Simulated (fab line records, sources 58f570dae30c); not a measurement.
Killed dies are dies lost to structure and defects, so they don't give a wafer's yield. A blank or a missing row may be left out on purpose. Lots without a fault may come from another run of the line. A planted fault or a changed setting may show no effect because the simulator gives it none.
Which tool did it? | flow berkeley_cmos170 | 14 lots, 42 wafers sampled, at 2 steps of a route of 331

WHAT THE GAUGES READ, wafer by wafer
UCB170_PWELL_OVL_MEAS_13. Usual: PWELL_OVL -1 nm, standard deviation 5.
lot  | measured    | on         | PWELL_OVL (nm) | flag
L363 | day 3 09:17 | overlay-01 | -3 -1 1        |
L364 | day 3 21:19 | overlay-01 | 4 2 0          |
L365 | day 3 21:29 | overlay-01 | -6 -3 -7       |
L366 | day 3 21:35 | overlay-02 | 4 1 6          |
L367 | day 4 02:14 | overlay-01 | 4 3 7          |
L368 | day 4 12:10 | overlay-02 | 1 7 0          |
L369 | day 4 12:26 | overlay-01 | 0 1 2          |
L370 | day 4 21:47 | overlay-01 | -4 -2 -6       |
L374 | day 5 12:24 | overlay-02 | -9 -3 -3       |
L376 | day 6 00:19 | overlay-01 | -3 5 2         |
L378 | day 6 06:43 | overlay-01 | -3 5 4         |
L383 | day 7 13:53 | overlay-02 | -4 2 -2        |
L385 | day 8 01:57 | overlay-01 | 3 -2 -1        |
L386 | day 8 02:06 | overlay-02 | -4 -7 -2       |

WHICH TOOL RAN EACH LOT (tool, then ch and the chambers of the sampled wafers, then the start)
lot  | UCB170_ZERO_STRIP_07
L363 | plasma_asher-04 ch 0,1, day 2 01:37
L364 | plasma_asher-01 ch 0,1, day 2 08:43
L365 | plasma_asher-04 ch 0,1, day 2 10:59
L366 | plasma_asher-01 ch 0, day 2 11:14
L367 | plasma_asher-04 ch 0,1, day 2 19:28
L368 | plasma_asher-03 ch 0,1, day 3 02:32
L369 | plasma_asher-01 ch 0,1, day 3 02:48
L370 | plasma_asher-01 ch 0,1, day 3 09:23
L374 | plasma_asher-04 ch 0,1, day 4 05:01
L376 | plasma_asher-04 ch 0,1, day 4 12:35
L378 | plasma_asher-03 ch 0,1, day 5 00:46
L383 | plasma_asher-04 ch 0,1, day 6 03:25
L385 | plasma_asher-03 ch 0,1, day 6 13:50
L386 | plasma_asher-03 ch 0,1, day 6 18:47
- UCB170_ZERO_STRIP_07: strips in O2.

WHAT THE TOOLS THEMSELVES READ (means of the sampled wafers that have a number; where no wafer has one, the mark that the record gives instead)
UCB170_ZERO_STRIP_07. Usual: drypump_motor_current_A 6.0 A, standard deviation 0.44; oes_product_au 0.727 a.u., standard deviation 0.0045; strip_time_to_endpoint_s 21.45 s, standard deviation 0.05.
lot  | tool            | drypump_motor_current_A (A) | oes_product_au (a.u.) | strip_time_to_endpoint_s (s) | flag
L363 | plasma_asher-04 | 5.5                         | 0.725                 | 21.40                        |
L364 | plasma_asher-01 | 6.4                         | 0.727                 | 21.36                        |
L365 | plasma_asher-04 | 5.7                         | 0.728                 | 21.39                        |
L366 | plasma_asher-01 | 6.5                         | 0.729                 | 21.47                        |
L367 | plasma_asher-04 | 5.5                         | 0.726                 | 21.42                        |
L368 | plasma_asher-03 | 5.9                         | 0.728                 | 21.50                        |
L369 | plasma_asher-01 | 6.4                         | 0.728                 | 21.49                        |
L370 | plasma_asher-01 | 6.4                         | 0.725                 | 21.41                        |
L374 | plasma_asher-04 | 5.8                         | 0.725                 | 21.46                        |
L376 | plasma_asher-04 | 5.5                         | 0.728                 | 21.48                        |
L378 | plasma_asher-03 | 6.0                         | 0.728                 | 21.44                        |
L383 | plasma_asher-04 | 5.5                         | 0.725                 | 21.45                        |
L385 | plasma_asher-03 | 6.0                         | 0.728                 | 21.42                        |
L386 | plasma_asher-03 | 6.0                         | 0.723                 | 21.45                        |

THE ANSWER, worked out from the rows above alone
Rule: a lot is off if the mean of its wafers that have a number lies more than 3 standard deviations from the usual mean. A lot without any number at a reading at which 4 lots or more have one is off too. The other lots that the step has rows for count as sound. The gauges are gone through in route order, then the tools' own readings, and for those a lot's mean is taken as printed above. The first step at which some lot is off is used, and at that step the reading that is off furthest; a lot without a number counts as furthest.
No lot is off at any reading shown: from this, nothing can be told.

WHAT THE SIMULATOR HAD PUT IN
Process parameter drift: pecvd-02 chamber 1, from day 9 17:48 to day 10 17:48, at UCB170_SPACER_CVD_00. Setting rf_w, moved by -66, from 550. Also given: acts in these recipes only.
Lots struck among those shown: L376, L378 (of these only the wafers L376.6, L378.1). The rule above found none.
